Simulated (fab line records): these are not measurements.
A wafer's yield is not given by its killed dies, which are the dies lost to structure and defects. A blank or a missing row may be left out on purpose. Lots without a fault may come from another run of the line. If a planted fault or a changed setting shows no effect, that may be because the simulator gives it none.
Struck lot and sound lot, side by side | flow berkeleyCmos170 | 15 steps out of a route of 331
Sound: the wafers L392.1, L392.2, L392.6. The struck wafers were L397.1, L397.2, L397.4. The cause is given at the end.
At each step with rows: each side's tool, then ch and its chambers, then its first start. Under that, the readings that differ: sound wafers | struck wafers | difference of the means | sigmas: that difference in standard deviations of wafers without a fault.
alike: readings with means less than 2 such deviations apart, plus words and numbers identical on both sides. not compared: withheld readings, readings lacking a value on some wafer, bounds such as >300 that could conceal the same value, and numbers that have no deviation in the record and whose values overlap.
A row with sigmas, a row that says differs or no value, or rows on one side alone: a step with any of these is where the two part. Numbers that have no deviation but don't overlap get no sigmas and don't part them. Lack of a reading on every wafer of one side parts them only where that side has two or more wafers.

UCB170_SACOX_THK_MEAS_02:
  sound on filmMetro-04 at day 7 10:57; struck on filmMetro-04 at day 8 06:49
  alike: SACOX_OXIDE_THK
then, 2 steps without rows for these wafers: UCB170_SCREENOX_WET_ETCH_00 (etches SiO2 in dHF, time 200 s); UCB170_SCREENOX_OXIDATION_01 (target thk 14.4 nm, ox time 2400 s).
UCB170_SCREENOX_THK_MEAS_02:
  sound on filmMetro-02 at day 7 14:11; struck on filmMetro-03 at day 8 12:44
  alike: SCREENOX_OXIDE_THK
then, 7 steps without rows for these wafers: UCB170_SCREENOX_ANNEAL_03 (time 900 s); UCB170_NVT_HMDS_00 (prime time 60 s); UCB170_NVT_COAT_01 (resist thk 900 nm); UCB170_NVT_SOFTBAKE_02 (time 60 s); UCB170_NVT_EXPOSE_03 (exposes mask PWELL, target cd 3000 nm); UCB170_NVT_PEB_04; UCB170_NVT_DEVELOP_05 (develop time 45 s).
UCB170_NVT_OVL_MEAS_06:
  sound on overlay-01 at day 7 19:40; struck on overlay-02 at day 8 19:42
  alike: NVT_OVL
UCB170_NVT_IMPLANT_07:
  sound on implanter-02 ch 0, day 7 19:42; struck on implanter-02 ch 0, day 8 19:44
reading           | sound             | struck            | difference | sigmas
tiltDeg (degrees) | 6.985 7.030 7.038 | 5.881 5.871 5.887 | -1.138     | -49
UCB170_NVT_STRIP_08: strips in O2.
  sound on plasmaAsher-03 ch 0,1, day 7 19:51; struck on plasmaAsher-04 ch 0,1, day 8 19:53
reading                  | sound       | struck      | difference | sigmas
drypumpMotorCurrentA (A) | 6.0 6.0 6.0 | 5.2 5.1 5.2 | -0.8       | -3
  alike: chamberPressureMTorr, oesProductAu, stripTimeToEndpointS
  not compared: rfHoursCounterH
-- the record jumps here: 2 days lie between the struck wafers' starts before and after (it left off in module NVT and takes up again in module M3, whose first step shown is number 331 of the route) --
UCB170_M3_PROBE_99:
  record: rows for the struck wafers here (prober-01, day 11 02:07), none for the sound ones

## WHERE THEY PART
Earliest at UCB170_NVT_IMPLANT_07; latest, in this record, at UCB170_M3_PROBE_99.

WHY: the cause the simulator had injected
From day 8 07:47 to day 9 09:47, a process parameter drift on implanter-02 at UCB170_NVT_IMPLANT_07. A move of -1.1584 in setting tiltDeg, from 7. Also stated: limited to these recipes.
